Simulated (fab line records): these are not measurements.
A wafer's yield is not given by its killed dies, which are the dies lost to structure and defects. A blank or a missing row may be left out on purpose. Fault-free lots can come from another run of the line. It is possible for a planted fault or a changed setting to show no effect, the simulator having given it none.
fab line records -- flow berkeley-cmos170
[record] lots = 5, wafers = 23
route steps=331 shown GATE@136 PLDD@146 NLDD@162 PSD@183 NSD@190 SDANNEAL@204 SILICIDE@211
start-h: start of the lot's first displayed wafer, in hours after the record's first day -- wait-h: hours elapsed since this lot's preceding step -- " the same as in the row above -- L1.1+2: one row covering several wafers at once -- - value missing, or start not given -- * or withheld: withheld -- < > ~ a bound
route shown NAME@n: a module of which the file shows steps, and the number in the route of the first -- usual: mean/standard deviation of fault-free wafers -- same: alike in all rows -- chamber/n: place in a boat -- sites: each site's reading -- _std_site: standard deviation across them -- _edge_site: inner sites' mean taken away from outer sites' mean -- radius-mm: how far each site lies from the wafer's centre -- mask NAME#n: copy n -- behind: the tool/chamber that last shaped the wafer -- hold: cause of the lot's hold/its duration in hours/its outcome -- device: whichever transistor did not switch (one of n, p or np) -- end of line: the tests these same wafers got at the end of their route -- for a step that has no rows: nothing shown but its recipe -- killed: at the first sort, the dies lost to defects and structure; wafer yield is something else -- map: a wafer's dies, marking killed ones x, the rest . and places with no die _
set.NAME: the setting that was run; set.NAME@STEP: the one run at that earlier step -- model.NAME: the simulator's own value behind a step, which no gauge read
lots with deliberately changed settings; one table per step, one row per wafer
[[steps]]
[step UCB170_GATE_PEB_10]
[recipe] peb-temp-c = 130, peb-time-s = withheld, resist = KrF
lot.wafer,tool,chamber,start-h,wait-h,set.peb-temp-c
L074.1+5,litho-track-02,0,153.54,0.8,130
L074.3+4+6,litho-track-02,0,153.54,0.8,128.8
L080.2+3+4+5+6,litho-track-02,0,181.85,0.5,130
L084.1+5+6,litho-track-04,0,188.48,0.5,130
L082.1+4+6,litho-track-03,0,188.86,0.3,130
L082.2+5,litho-track-03,0,188.86,0.3,127.3
L081.2+3+4+5+6,litho-track-02,0,188.89,0.2,130
[step UCB170_GATE_DEVELOP_11]
[recipe] developer = TMAH, develop-time-s = 45, resist = KrF, dev-temp-c = 21
[step UCB170_GATE_CD_MEAS_12]
[recipe] target-cd-nm = 350
[usual] cd-nm = 349.5/1.2
lot.wafer,tool,chamber,start-h,wait-h,set.peb-temp-c@GATE_PEB_10,cd-nm
L074.1,cd-sem-01,-,153.81,-,130,348.8
L074.3,cd-sem-01,-,153.81,-,128.8,357.6
L074.4,cd-sem-01,-,153.81,-,128.8,357.1
L074.5,cd-sem-01,-,153.81,-,130,349.3
L074.6,cd-sem-01,-,153.81,-,128.8,358.0
L080.2,cd-sem-02,-,182.16,-,130,350.9
L080.3,cd-sem-02,-,182.16,-,130,349.9
L080.4,cd-sem-02,-,182.16,-,130,348.5
L080.5,cd-sem-02,-,182.16,-,130,350.9
L080.6,cd-sem-02,-,182.16,-,130,349.4
L084.1,cd-sem-01,-,188.76,-,130,348.1
L084.5,cd-sem-01,-,188.76,-,130,348.3
L084.6,cd-sem-01,-,188.76,-,130,348.0
L082.1,cd-sem-01,-,189.15,-,130,353.2
L082.2,cd-sem-01,-,189.15,-,127.3,371.8
L082.4,cd-sem-01,-,189.15,-,130,351.8
L082.5,cd-sem-01,-,189.15,-,127.3,372.2
L082.6,cd-sem-01,-,189.15,-,130,350.8
L081.2,cd-sem-02,-,189.25,-,130,349.2
L081.3,cd-sem-02,-,189.25,-,130,349.5
L081.4,cd-sem-02,-,189.25,-,130,347.4
L081.5,cd-sem-02,-,189.25,-,130,349.7
L081.6,cd-sem-02,-,189.25,-,130,348.4
[step UCB170_GATE_ETCH_14]
[recipe] chemistry = N2/H2, target-depth-a = withheld, overetch-a = withheld, target = BARC, time-s = withheld, source-w = 500, bias-w = 100, pressure-mtorr = 30, n2-flow-sccm = 100, h2-flow-sccm = 200
[step UCB170_GATE_ETCH_15]
[recipe] chemistry = HBr/Cl2, target = poly-Si, stop-on = SiO2, over-etch-frac = 0.3, icp-w = 300, bias-w = 150, time-s = 56.3, pressure-mtorr = 15, HBr_flow_sccm = 150, Cl2_flow_sccm = 50, target-depth-a = 2782
lot.wafer,tool,chamber,start-h,wait-h,set.spin-rpm@GATE_COAT_07,set.peb-temp-c@GATE_PEB_10,model.GATE.cd-nm,model.KrF_of_GATE_COAT_07.thk-nm
L074.1,rie-si-02,3,154.01,-,1500,130,348.8,773.9
L074.3,rie-si-02,1,154.01,-,1500,128.8,357.6,776.7
L074.4,rie-si-02,2,154.01,-,1500,128.8,357.7,775
L074.5,rie-si-02,1,154.01,-,1500,130,349.5,778.8
L074.6,rie-si-02,0,154.01,-,1500,128.8,357.5,776.2
L080.2,rie-si-02,2,182.34,-,1428,130,350.4,801.2
L080.3,rie-si-02,1,182.34,-,1428,130,349.1,801.1
L080.4,rie-si-02,2,182.34,-,1500,130,348.1,780.2
L080.5,rie-si-02,0,182.34,-,1428,130,350.9,802.1
L080.6,rie-si-02,1,182.34,-,1500,130,348.8,779.6
L084.1,rie-si-02,1,188.95,-,1500,130,347.7,774.8
L084.5,rie-si-02,0,188.95,-,1500,130,348.2,776.1
L084.6,rie-si-02,1,188.95,-,1500,130,347.3,773.5
L082.1,rie-si-02,0,189.35,-,1430,130,353.3,802.2
L082.2,rie-si-02,3,189.35,-,1500,127.3,371.6,777.1
L082.4,rie-si-02,1,189.35,-,1430,130,351.5,801.9
L082.5,rie-si-02,2,189.35,-,1500,127.3,372.2,779.2
L082.6,rie-si-02,1,189.35,-,1500,130,350.4,777.1
L081.2,rie-si-02,2,189.43,-,1500,130,350,780.9
L081.3,rie-si-02,1,189.43,-,1500,130,350.6,782.6
L081.4,rie-si-02,3,189.43,-,1603,130,348.3,751.8
L081.5,rie-si-02,0,189.43,-,1500,130,350,786.7
L081.6,rie-si-02,1,189.43,-,1603,130,348.9,753
[step UCB170_GATE_STRIP_16]
[recipe] chemistry = O2, power-w = 400, pressure-mtorr = 3500, platen-temp-c = withheld, o2-flow-sccm = 400, overash-fraction = 0.5
[step UCB170_GATE_CD_MEAS_90]
[recipe] target-cd-nm = 350
[usual] cd-nm = 349.4/1.4
lot.wafer,tool,chamber,start-h,wait-h,set.peb-temp-c@GATE_PEB_10,cd-nm
L074.1,cd-sem-02,-,154.22,0.1,130,349.0
L074.3,cd-sem-02,-,154.22,0.1,128.8,357.5
L074.4,cd-sem-02,-,154.22,0.1,128.8,357.5
L074.5,cd-sem-02,-,154.22,0.1,130,349.5
L074.6,cd-sem-02,-,154.22,0.1,128.8,357.6
L080.2,cd-sem-02,-,182.71,0.3,130,350.1
L080.3,cd-sem-02,-,182.71,0.3,130,349.5
L080.4,cd-sem-02,-,182.71,0.3,130,348.0
L080.5,cd-sem-02,-,182.71,0.3,130,350.6
L080.6,cd-sem-02,-,182.71,0.3,130,348.7
L084.1,cd-sem-02,-,189.11,0.1,130,347.7
L084.5,cd-sem-02,-,189.11,0.1,130,348.1
L084.6,cd-sem-02,-,189.11,0.1,130,347.6
L082.1,cd-sem-01,-,189.50,0.1,130,353.1
L082.2,cd-sem-01,-,189.50,0.1,127.3,371.6
L082.4,cd-sem-01,-,189.50,0.1,130,351.4
L082.5,cd-sem-01,-,189.50,0.1,127.3,372.0
L082.6,cd-sem-01,-,189.50,0.1,130,350.5
L081.2,cd-sem-01,-,189.64,0.1,130,349.6
L081.3,cd-sem-01,-,189.64,0.1,130,350.3
L081.4,cd-sem-01,-,189.64,0.1,130,348.3
L081.5,cd-sem-01,-,189.64,0.1,130,349.4
L081.6,cd-sem-01,-,189.64,0.1,130,348.9
[step UCB170_PLDD_COAT_01]
[recipe] resist = KrF, spin-rpm = 1500, resist-thk-nm = 900
lot.wafer,tool,chamber,start-h,wait-h,set.resist-thk-nm,model.KrF_of_PLDD_COAT_01.thk-nm
L074.1,litho-track-03,0,154.66,0.1,915.5,912.9
L074.3,litho-track-03,0,154.66,0.1,900,903.3
L074.4+6,litho-track-03,0,154.66,0.1,915.5,918.6
L074.5,litho-track-03,0,154.66,0.1,900,900.2
L080.2,litho-track-03,0,183.37,0.1,900,906.1
L080.3,litho-track-03,0,183.37,0.1,900,903.6
L080.4,litho-track-03,0,183.37,0.1,849.6,851.9
L080.5,litho-track-03,0,183.37,0.1,849.6,853.8
L080.6,litho-track-03,0,183.37,0.1,900,901.5
L084.1,litho-track-04,0,189.96,0.1,900,896.4
L084.5,litho-track-04,0,189.96,0.1,900,895.6
L084.6,litho-track-04,0,189.96,0.1,900,896.6
L082.1,litho-track-01,0,190.56,0.1,932.7,932.3
L082.2,litho-track-01,0,190.56,0.1,932.7,931.8
L082.4,litho-track-01,0,190.56,0.1,900,897.4
L082.5,litho-track-01,0,190.56,0.1,900,898.5
L082.6,litho-track-01,0,190.56,0.1,900,900.4
L081.2,litho-track-04,0,190.89,0.1,862.3,861.1
L081.3,litho-track-04,0,190.89,0.1,900,897.5
L081.4,litho-track-04,0,190.89,0.1,862.3,859
L081.5,litho-track-04,0,190.89,0.1,900,897.6
L081.6,litho-track-04,0,190.89,0.1,862.3,859.6
[step UCB170_PLDD_SOFTBAKE_02]
[recipe] resist = KrF, temp-c = 130, time-s = 60
[step UCB170_PLDD_EXPOSE_03]
[recipe] mask-id = PSELECT, na = 0.5, sigma-outer = 0.6, source-shape = conventional, target-cd-nm = 1200, dose-mj = 30
[step UCB170_PLDD_IMPLANT_08]
[recipe] species = BF2, dose-cm2 = 5e+13, energy-kev = 10, tilt-deg = 7, rotation-deg = 0
[step UCB170_PLDD_IMPLANT_09]
[recipe] species = BF2, dose-cm2 = 5e+13, energy-kev = 10, tilt-deg = 7, rotation-deg = 180
[step UCB170_PLDD_STRIP_10]
[recipe] chemistry = O2, power-w = 400, pressure-mtorr = 3500, platen-temp-c = withheld, o2-flow-sccm = 400, overash-fraction = 0.5
[usual] strip-time-to-endpoint-s = 21.61/0.067
lot.wafer,tool,chamber,start-h,wait-h,set.resist-thk-nm@PLDD_COAT_01,strip-time-to-endpoint-s
L074.1,plasma-asher-03,1,156.48,0.1,915.5,21.94
L074.3,plasma-asher-03,0,156.48,0.1,900,21.71
L074.4,plasma-asher-03,1,156.48,0.1,915.5,22.07
L074.5,plasma-asher-03,0,156.48,0.1,900,21.64
L074.6,plasma-asher-03,1,156.48,0.1,915.5,22.07
L080.2,plasma-asher-01,0,184.49,0.1,900,21.77
L080.3,plasma-asher-01,0,184.49,0.1,900,21.71
L080.4,plasma-asher-01,1,184.49,0.1,849.6,20.48
L080.5,plasma-asher-01,0,184.49,0.1,849.6,20.51
L080.6,plasma-asher-01,1,184.49,0.1,900,21.66
L084.1,plasma-asher-04,0,192.22,0.1,900,21.53
L084.5,plasma-asher-04,0,192.22,0.1,900,21.53
L084.6,plasma-asher-04,1,192.22,0.1,900,21.54
L082.1,plasma-asher-04,0,192.80,0.1,932.7,22.40
L082.2,plasma-asher-04,1,192.80,0.1,932.7,22.38
L082.4,plasma-asher-04,1,192.80,0.1,900,21.56
L082.5,plasma-asher-04,0,192.80,0.1,900,21.58
L082.6,plasma-asher-04,1,192.80,0.1,900,21.66
L081.2,plasma-asher-01,1,192.89,0.1,862.3,20.69
L081.3,plasma-asher-01,0,192.89,0.1,900,21.57
L081.4,plasma-asher-01,1,192.89,0.1,862.3,20.64
L081.5,plasma-asher-01,0,192.89,0.1,900,21.56
L081.6,plasma-asher-01,1,192.89,0.1,862.3,20.66
[step UCB170_NLDD_PEB_04]
[recipe] peb-temp-c = 130, peb-time-s = withheld, resist = KrF
lot.wafer,tool,chamber,start-h,wait-h,set.peb-temp-c
L074.1+3+5,litho-track-01,0,-,-,132.7
L074.4+6,litho-track-01,0,-,-,130
L080.2+4+6,litho-track-02,0,185.54,0.1,132.1
L080.3+5,litho-track-02,0,185.54,0.1,130
L082.1+5+6,litho-track-01,0,195.04,0.9,130
L082.2+4,litho-track-01,0,195.04,0.9,131.7
L084.1+5+6,litho-track-03,0,-,-,130
L081.2+5+6,litho-track-03,0,-,-,126.7
L081.3+4,litho-track-03,0,-,-,130
[step UCB170_NLDD_DEVELOP_05]
[recipe] developer = TMAH, develop-time-s = 45, resist = KrF, dev-temp-c = 21
[step UCB170_NLDD_CD_MEAS_06]
[recipe] target-cd-nm = 1200
[usual] cd-nm = 1200.0/1.2
lot.wafer,tool,chamber,start-h,wait-h,set.peb-temp-c@NLDD_PEB_04,cd-nm
L074.1,cd-sem-01,-,159.41,-,132.7,1215.0
L074.3,cd-sem-01,-,159.41,-,132.7,1214.5
L074.4,cd-sem-01,-,159.41,-,130,1199.6
L074.5,cd-sem-01,-,159.41,-,132.7,1215.7
L074.6,cd-sem-01,-,159.41,-,130,1198.7
L080.2,cd-sem-02,-,185.81,-,132.1,1212.3
L080.3,cd-sem-02,-,185.81,-,130,1198.6
L080.4,cd-sem-02,-,185.81,-,132.1,1212.0
L080.5,cd-sem-02,-,185.81,-,130,1199.1
L080.6,cd-sem-02,-,185.81,-,132.1,1212.6
L082.1,cd-sem-01,-,195.31,-,130,1197.9
L082.2,cd-sem-01,-,195.31,-,131.7,1208.8
L082.4,cd-sem-01,-,195.31,-,131.7,1210.2
L082.5,cd-sem-01,-,195.31,-,130,1197.6
L082.6,cd-sem-01,-,195.31,-,130,1198.5
L084.1,cd-sem-01,-,195.71,-,130,1200.7
L084.5,cd-sem-01,-,195.71,-,130,1199.7
L084.6,cd-sem-01,-,195.71,-,130,1201.0
L081.2,cd-sem-01,-,196.00,-,126.7,1175.7
L081.3,cd-sem-01,-,196.00,-,130,1200.5
L081.4,cd-sem-01,-,196.00,-,130,1201.1
L081.5,cd-sem-01,-,196.00,-,126.7,1175.7
L081.6,cd-sem-01,-,196.00,-,126.7,1175.0
[step UCB170_PSD_IMPLANT_08]
[recipe] species = B, dose-cm2 = 3e+15, energy-kev = 20, tilt-deg = 7
lot.wafer,tool,chamber,start-h,wait-h,set.dose-cm2
L074.1+4,implanter-03,0,166.54,0.0,3.177e+15
L074.3+5+6,implanter-03,0,166.54,0.0,3e+15
L080.2+3,implanter-02,0,192.68,0.0,3e+15
L080.4+5+6,implanter-02,0,192.68,0.0,3.182e+15
L082.1+6,implanter-01,0,204.93,0.0,3e+15
L082.2+4+5,implanter-01,0,204.93,0.0,2.937e+15
L084.1+5+6,implanter-03,0,205.26,0.0,3e+15
L081.2+3+6,implanter-02,0,205.53,0.0,2.829e+15
L081.4+5,implanter-02,0,205.53,0.0,3e+15
[step UCB170_PSD_STRIP_09]
[recipe] chemistry = O2, power-w = 400, pressure-mtorr = 3500, platen-temp-c = withheld, o2-flow-sccm = 400, overash-fraction = 0.5
[usual] strip-time-to-endpoint-s = 29.40/0.07
lot.wafer,tool,chamber,start-h,wait-h,set.dose-cm2@PSD_IMPLANT_08,strip-time-to-endpoint-s
L074.1,plasma-asher-02,1,166.69,0.1,3.177e+15,30.02
L074.3,plasma-asher-02,0,166.69,0.1,3e+15,29.41
L074.4,plasma-asher-02,1,166.69,0.1,3.177e+15,30.05
L074.5,plasma-asher-02,1,166.69,0.1,3e+15,29.44
L074.6,plasma-asher-02,0,166.69,0.1,3e+15,29.48
L080.2,plasma-asher-02,1,192.81,0.1,3e+15,29.38
L080.3,plasma-asher-02,1,192.81,0.1,3e+15,29.42
L080.4,plasma-asher-02,0,192.81,0.1,3.182e+15,30.12
L080.5,plasma-asher-02,0,192.81,0.1,3.182e+15,30.01
L080.6,plasma-asher-02,1,192.81,0.1,3.182e+15,30.02
L082.1,plasma-asher-02,1,205.08,0.1,3e+15,29.46
L082.2,plasma-asher-02,0,205.08,0.1,2.937e+15,29.15
L082.4,plasma-asher-02,1,205.08,0.1,2.937e+15,29.14
L082.5,plasma-asher-02,1,205.08,0.1,2.937e+15,29.10
L082.6,plasma-asher-02,0,205.08,0.1,3e+15,29.37
L084.1,plasma-asher-01,1,205.41,0.1,3e+15,29.38
L084.5,plasma-asher-01,1,205.41,0.1,3e+15,29.35
L084.6,plasma-asher-01,0,205.41,0.1,3e+15,29.38
L081.2,plasma-asher-02,0,205.66,0.1,2.829e+15,28.80
L081.3,plasma-asher-02,0,205.66,0.1,2.829e+15,28.87
L081.4,plasma-asher-02,1,205.66,0.1,3e+15,29.50
L081.5,plasma-asher-02,1,205.66,0.1,3e+15,29.49
L081.6,plasma-asher-02,0,205.66,0.1,2.829e+15,28.82
[step UCB170_PSD_TW_MEAS_10]
[usual] PSD_TW = 2346/12
lot.wafer,tool,chamber,start-h,wait-h,set.dose-cm2@PSD_IMPLANT_08,PSD_TW
L074.1,film-metro-01,-,166.79,0.1,3.177e+15,2390
L074.3,film-metro-01,-,166.79,0.1,3e+15,2343
L074.4,film-metro-01,-,166.79,0.1,3.177e+15,2372
L074.5,film-metro-01,-,166.79,0.1,3e+15,2352
L074.6,film-metro-01,-,166.79,0.1,3e+15,2347
L080.2,film-metro-02,-,192.92,0.1,3e+15,2348
L080.3,film-metro-02,-,192.92,0.1,3e+15,2338
L080.4,film-metro-02,-,192.92,0.1,3.182e+15,2372
L080.5,film-metro-02,-,192.92,0.1,3.182e+15,2371
L080.6,film-metro-02,-,192.92,0.1,3.182e+15,2373
L082.1,film-metro-02,-,205.18,0.1,3e+15,2346
L082.2,film-metro-02,-,205.18,0.1,2.937e+15,2310
L082.4,film-metro-02,-,205.18,0.1,2.937e+15,2321
L082.5,film-metro-02,-,205.18,0.1,2.937e+15,2316
L082.6,film-metro-02,-,205.18,0.1,3e+15,2345
L084.1,film-metro-03,-,205.51,0.1,3e+15,2356
L084.5,film-metro-03,-,205.51,0.1,3e+15,2367
L084.6,film-metro-03,-,205.51,0.1,3e+15,2366
L081.2,film-metro-01,-,205.77,0.1,2.829e+15,2302
L081.3,film-metro-01,-,205.77,0.1,2.829e+15,2306
L081.4,film-metro-01,-,205.77,0.1,3e+15,2349
L081.5,film-metro-01,-,205.77,0.1,3e+15,2349
L081.6,film-metro-01,-,205.77,0.1,2.829e+15,2315
[step UCB170_NSD_EXPOSE_03]
[recipe] mask-id = NSELECT_MOD, na = 0.5, sigma-outer = 0.6, source-shape = conventional, target-cd-nm = 1200, dose-mj = 30
lot.wafer,tool,chamber,start-h,wait-h,mask,set.dose-mj
L074.1+3+4,krf-scanner-01,0,168.13,0.2,NSELECT_MOD#0,30
L074.5+6,krf-scanner-01,0,168.13,0.2,NSELECT_MOD#0,32.13
L080.2+4+5,krf-scanner-01,0,-,-,NSELECT_MOD#0,30
L080.3+6,krf-scanner-01,0,-,-,NSELECT_MOD#0,29.25
L082.1+5,krf-scanner-01,0,205.90,0.1,NSELECT_MOD#0,30
L082.2+4+6,krf-scanner-01,0,205.90,0.1,NSELECT_MOD#0,31.45
L084.1+5+6,krf-scanner-01,0,206.20,0.1,NSELECT_MOD#0,30
L081.2+5,krf-scanner-02,0,206.75,0.2,NSELECT_MOD#0,31
L081.3+4+6,krf-scanner-02,0,206.75,0.2,NSELECT_MOD#0,30
[step UCB170_NSD_PEB_04]
[recipe] peb-temp-c = 130, peb-time-s = withheld, resist = KrF
[step UCB170_NSD_DEVELOP_05]
[recipe] developer = TMAH, develop-time-s = 45, resist = KrF, dev-temp-c = 21
[step UCB170_NSD_CD_MEAS_06]
[recipe] target-cd-nm = 1200
[usual] cd-nm = 1201.1/1.7
lot.wafer,tool,chamber,start-h,wait-h,set.dose-mj@NSD_EXPOSE_03,cd-nm
L074.1,cd-sem-01,-,169.10,-,30,1200.6
L074.3,cd-sem-01,-,169.10,-,30,1201.0
L074.4,cd-sem-01,-,169.10,-,30,1200.8
L074.5,cd-sem-01,-,169.10,-,32.13,1213.9
L074.6,cd-sem-01,-,169.10,-,32.13,1212.8
L080.2,cd-sem-02,-,195.45,-,30,1198.9
L080.3,cd-sem-02,-,195.45,-,29.25,1194.2
L080.4,cd-sem-02,-,195.45,-,30,1198.3
L080.5,cd-sem-02,-,195.45,-,30,1198.4
L080.6,cd-sem-02,-,195.45,-,29.25,1194.6
L082.1,cd-sem-02,-,206.47,-,30,1200.9
L082.2,cd-sem-02,-,206.47,-,31.45,1209.1
L082.4,cd-sem-02,-,206.47,-,31.45,1207.9
L082.5,cd-sem-02,-,206.47,-,30,1200.8
L082.6,cd-sem-02,-,206.47,-,31.45,1210.0
L084.1,cd-sem-01,-,206.75,-,30,1200.3
L084.5,cd-sem-01,-,206.75,-,30,1201.4
L084.6,cd-sem-01,-,206.75,-,30,1203.0
L081.2,cd-sem-01,-,207.14,-,31,1207.5
L081.3,cd-sem-01,-,207.14,-,30,1199.3
L081.4,cd-sem-01,-,207.14,-,30,1200.7
L081.5,cd-sem-01,-,207.14,-,31,1206.4
L081.6,cd-sem-01,-,207.14,-,30,1201.5
[step UCB170_NSD_IMPLANT_08]
[recipe] species = P, dose-cm2 = 3e+15, energy-kev = 40, tilt-deg = 7
[step UCB170_SDANNEAL_RTA_00]
[recipe] temp-c = 900, time-s = 10, ambient = N2
[step UCB170_SDANNEAL_RTA_01]
[recipe] temp-c = 1050, time-s = 5, ambient = N2
[step UCB170_SDANNEAL_RS_MEAS_02]
[recipe] thk-meas-gauge = four-point-probe
[usual] PSD_RS = 75.58/0.25
lot.wafer,tool,chamber,start-h,wait-h,set.dose-cm2@PSD_IMPLANT_08,PSD_RS[ohm/sq]
L074.1,film-metro-03,-,172.43,0.0,3.177e+15,72.41
L074.3,film-metro-03,-,172.43,0.0,3e+15,76.02
L074.4,film-metro-03,-,172.43,0.0,3.177e+15,72.50
L074.5,film-metro-03,-,172.43,0.0,3e+15,75.79
L074.6,film-metro-03,-,172.43,0.0,3e+15,75.47
L080.2,film-metro-03,-,197.41,0.1,3e+15,75.34
L080.3,film-metro-03,-,197.41,0.1,3e+15,75.85
L080.4,film-metro-03,-,197.41,0.1,3.182e+15,72.33
L080.5,film-metro-03,-,197.41,0.1,3.182e+15,72.17
L080.6,film-metro-03,-,197.41,0.1,3.182e+15,72.37
L082.1,film-metro-02,-,208.25,0.0,3e+15,75.36
L082.2,film-metro-02,-,208.25,0.0,2.937e+15,76.97
L082.4,film-metro-02,-,208.25,0.0,2.937e+15,76.60
L082.5,film-metro-02,-,208.25,0.0,2.937e+15,76.72
L082.6,film-metro-02,-,208.25,0.0,3e+15,75.37
L084.1,film-metro-03,-,208.60,0.0,3e+15,75.40
L084.5,film-metro-03,-,208.60,0.0,3e+15,75.12
L084.6,film-metro-03,-,208.60,0.0,3e+15,75.33
L081.2,film-metro-02,-,208.97,0.1,2.829e+15,78.77
L081.3,film-metro-02,-,208.97,0.1,2.829e+15,78.72
L081.4,film-metro-02,-,208.97,0.1,3e+15,75.15
L081.5,film-metro-02,-,208.97,0.1,3e+15,75.32
L081.6,film-metro-02,-,208.97,0.1,2.829e+15,79.13
[step UCB170_SILICIDE_SPUTTER_01]
[recipe] material = Ti, target-thk-nm = 30, time-s = 25, power-w = 1500, chamber-pressure-pa = 0.5
lot.wafer,tool,chamber,start-h,wait-h,set.power-w,model.Ti_of_SILICIDE_SPUTTER_01.thk-nm
L074.1,pvd-sputter-01,-,172.98,0.0,1500,30.09
L074.3,pvd-sputter-01,-,172.98,0.0,1442,28.91
L074.4,pvd-sputter-01,-,172.98,0.0,1442,29.18
L074.5,pvd-sputter-01,-,172.98,0.0,1500,30.33
L074.6,pvd-sputter-01,-,172.98,0.0,1442,28.8
L080.2,pvd-sputter-02,-,197.94,0.0,1667,33.61
L080.3,pvd-sputter-02,-,197.94,0.0,1500,30.3
L080.4,pvd-sputter-02,-,197.94,0.0,1500,29.84
L080.5,pvd-sputter-02,-,197.94,0.0,1500,30.15
L080.6,pvd-sputter-02,-,197.94,0.0,1667,33.23
L082.1,pvd-sputter-01,-,208.80,0.0,1500,30.29
L082.2,pvd-sputter-01,-,208.80,0.0,1451,29.35
L082.4,pvd-sputter-01,-,208.80,0.0,1500,30.22
L082.5,pvd-sputter-01,-,208.80,0.0,1451,29.21
L082.6,pvd-sputter-01,-,208.80,0.0,1500,30.31
L084.1,pvd-sputter-04,-,209.15,0.0,1500,30.13
L084.5,pvd-sputter-04,-,209.15,0.0,1500,29.56
L084.6,pvd-sputter-04,-,209.15,0.0,1500,29.78
L081.2,pvd-sputter-02,-,209.50,0.0,1633,32.9
L081.3,pvd-sputter-02,-,209.50,0.0,1500,30.14
L081.4,pvd-sputter-02,-,209.50,0.0,1633,33.05
L081.5,pvd-sputter-02,-,209.50,0.0,1500,30.31
L081.6,pvd-sputter-02,-,209.50,0.0,1500,30.27
[step UCB170_SILICIDE_RS_MEAS_02]
[recipe] thk-meas-gauge = four-point-probe, reads = Ti_of_SILICIDE_SPUTTER_01
[usual] SILICIDE_TI_RS = 26.0/0.31
lot.wafer,tool,chamber,start-h,wait-h,set.power-w@SILICIDE_SPUTTER_01,SILICIDE_TI_RS[ohm/sq]
L074.1,film-metro-01,-,173.04,0.0,1500,26.1
L074.3,film-metro-01,-,173.04,0.0,1442,27.3
L074.4,film-metro-01,-,173.04,0.0,1442,27.0
L074.5,film-metro-01,-,173.04,0.0,1500,25.8
L074.6,film-metro-01,-,173.04,0.0,1442,27.5
L080.2,film-metro-02,-,197.99,0.0,1667,22.9
L080.3,film-metro-02,-,197.99,0.0,1500,25.8
L080.4,film-metro-02,-,197.99,0.0,1500,26.3
L080.5,film-metro-02,-,197.99,0.0,1500,26.0
L080.6,film-metro-02,-,197.99,0.0,1667,23.2
L082.1,film-metro-01,-,208.83,0.0,1500,25.8
L082.2,film-metro-01,-,208.83,0.0,1451,26.8
L082.4,film-metro-01,-,208.83,0.0,1500,25.9
L082.5,film-metro-01,-,208.83,0.0,1451,26.9
L082.6,film-metro-01,-,208.83,0.0,1500,25.8
L084.1,film-metro-04,-,209.18,0.0,1500,26.0
L084.5,film-metro-04,-,209.18,0.0,1500,26.6
L084.6,film-metro-04,-,209.18,0.0,1500,26.3
L081.2,film-metro-01,-,209.55,0.0,1633,23.5
L081.3,film-metro-01,-,209.55,0.0,1500,26.0
L081.4,film-metro-01,-,209.55,0.0,1633,23.3
L081.5,film-metro-01,-,209.55,0.0,1500,25.8
L081.6,film-metro-01,-,209.55,0.0,1500,25.8
[step UCB170_SILICIDE_THK_MEAS_03]
[recipe] thk-meas-gauge = xrf, reads = Ti_of_SILICIDE_SPUTTER_01
[usual] SILICIDE_TI_THK = 30.2/0.33
lot.wafer,tool,chamber,start-h,wait-h,set.power-w@SILICIDE_SPUTTER_01,SILICIDE_TI_THK[nm]
L074.1,film-metro-01,-,173.16,0.1,1500,30.2
L074.3,film-metro-01,-,173.16,0.1,1442,29.1
L074.4,film-metro-01,-,173.16,0.1,1442,29.5
L074.5,film-metro-01,-,173.16,0.1,1500,30.5
L074.6,film-metro-01,-,173.16,0.1,1442,29.0
L080.2,film-metro-02,-,198.10,0.1,1667,33.7
L080.3,film-metro-02,-,198.10,0.1,1500,30.5
L080.4,film-metro-02,-,198.10,0.1,1500,30.0
L080.5,film-metro-02,-,198.10,0.1,1500,30.3
L080.6,film-metro-02,-,198.10,0.1,1667,33.5
L082.1,film-metro-01,-,208.95,0.1,1500,30.5
L082.2,film-metro-01,-,208.95,0.1,1451,29.4
L082.4,film-metro-01,-,208.95,0.1,1500,30.3
L082.5,film-metro-01,-,208.95,0.1,1451,29.2
L082.6,film-metro-01,-,208.95,0.1,1500,30.5
L084.1,film-metro-04,-,209.30,0.1,1500,30.2
L084.5,film-metro-04,-,209.30,0.1,1500,29.7
L084.6,film-metro-04,-,209.30,0.1,1500,29.9
L081.2,film-metro-01,-,209.66,0.1,1633,33.1
L081.3,film-metro-01,-,209.66,0.1,1500,30.2
L081.4,film-metro-01,-,209.66,0.1,1633,33.2
L081.5,film-metro-01,-,209.66,0.1,1500,30.5
L081.6,film-metro-01,-,209.66,0.1,1500,30.3
[[key]]
[split] step = UCB170_GATE_PEB_10, setting = peb-temp-c, stated = 130, by = wafer
[response] step = UCB170_GATE_CD_MEAS_12, reading = cd-nm, change = -9.59, per = 1%, r = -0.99
[response] step = UCB170_GATE_ETCH_15, reading = model.GATE.cd-nm, change = -9.63, per = 1%, r = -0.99
[response] step = UCB170_GATE_CD_MEAS_90, reading = cd-nm, change = -9.6, per = 1%, r = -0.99
[split] step = UCB170_PLDD_COAT_01, setting = resist-thk-nm, stated = 900, by = wafer
[response] step = UCB170_PLDD_COAT_01, reading = model.KrF_of_PLDD_COAT_01.thk-nm, change = +9.06, per = 1%, r = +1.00
[response] step = UCB170_PLDD_STRIP_10, reading = strip-time-to-endpoint-s, change = *, per = 1%, r = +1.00
[split] step = UCB170_NLDD_PEB_04, setting = peb-temp-c, stated = 130, by = wafer
[response] step = UCB170_NLDD_CD_MEAS_06, reading = cd-nm, change = +8.9, per = 1%, r = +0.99
[split] step = UCB170_PSD_IMPLANT_08, setting = dose-cm2, stated = 3e+15, by = wafer
[response] step = UCB170_PSD_STRIP_09, reading = strip-time-to-endpoint-s, change = *, per = 1%, r = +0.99
[response] step = UCB170_PSD_TW_MEAS_10, reading = PSD_TW, change = +6.21, per = 1%, r = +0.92
[response] step = UCB170_SDANNEAL_RS_MEAS_02, reading = PSD_RS, change = -0.583, per = 1%, r = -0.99
[split] step = UCB170_NSD_EXPOSE_03, setting = dose-mj, stated = 30, by = wafer
[response] step = UCB170_NSD_CD_MEAS_06, reading = cd-nm, change = +1.76, per = 1%, r = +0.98
[split] step = UCB170_SILICIDE_SPUTTER_01, setting = power-w, stated = 1500, by = wafer
[response] step = UCB170_SILICIDE_SPUTTER_01, reading = model.Ti_of_SILICIDE_SPUTTER_01.thk-nm, change = +0.304, per = 1%, r = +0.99
[response] step = UCB170_SILICIDE_RS_MEAS_02, reading = SILICIDE_TI_RS, change = -0.279, per = 1%, r = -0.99
[response] step = UCB170_SILICIDE_THK_MEAS_03, reading = SILICIDE_TI_THK, change = +0.308, per = 1%, r = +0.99
split outside-this-file step=UCB170_GATE_COAT_07 setting=spin-rpm
// split outside-this-file: this setting was split too, and the file shows its column; the key of that split is in another file
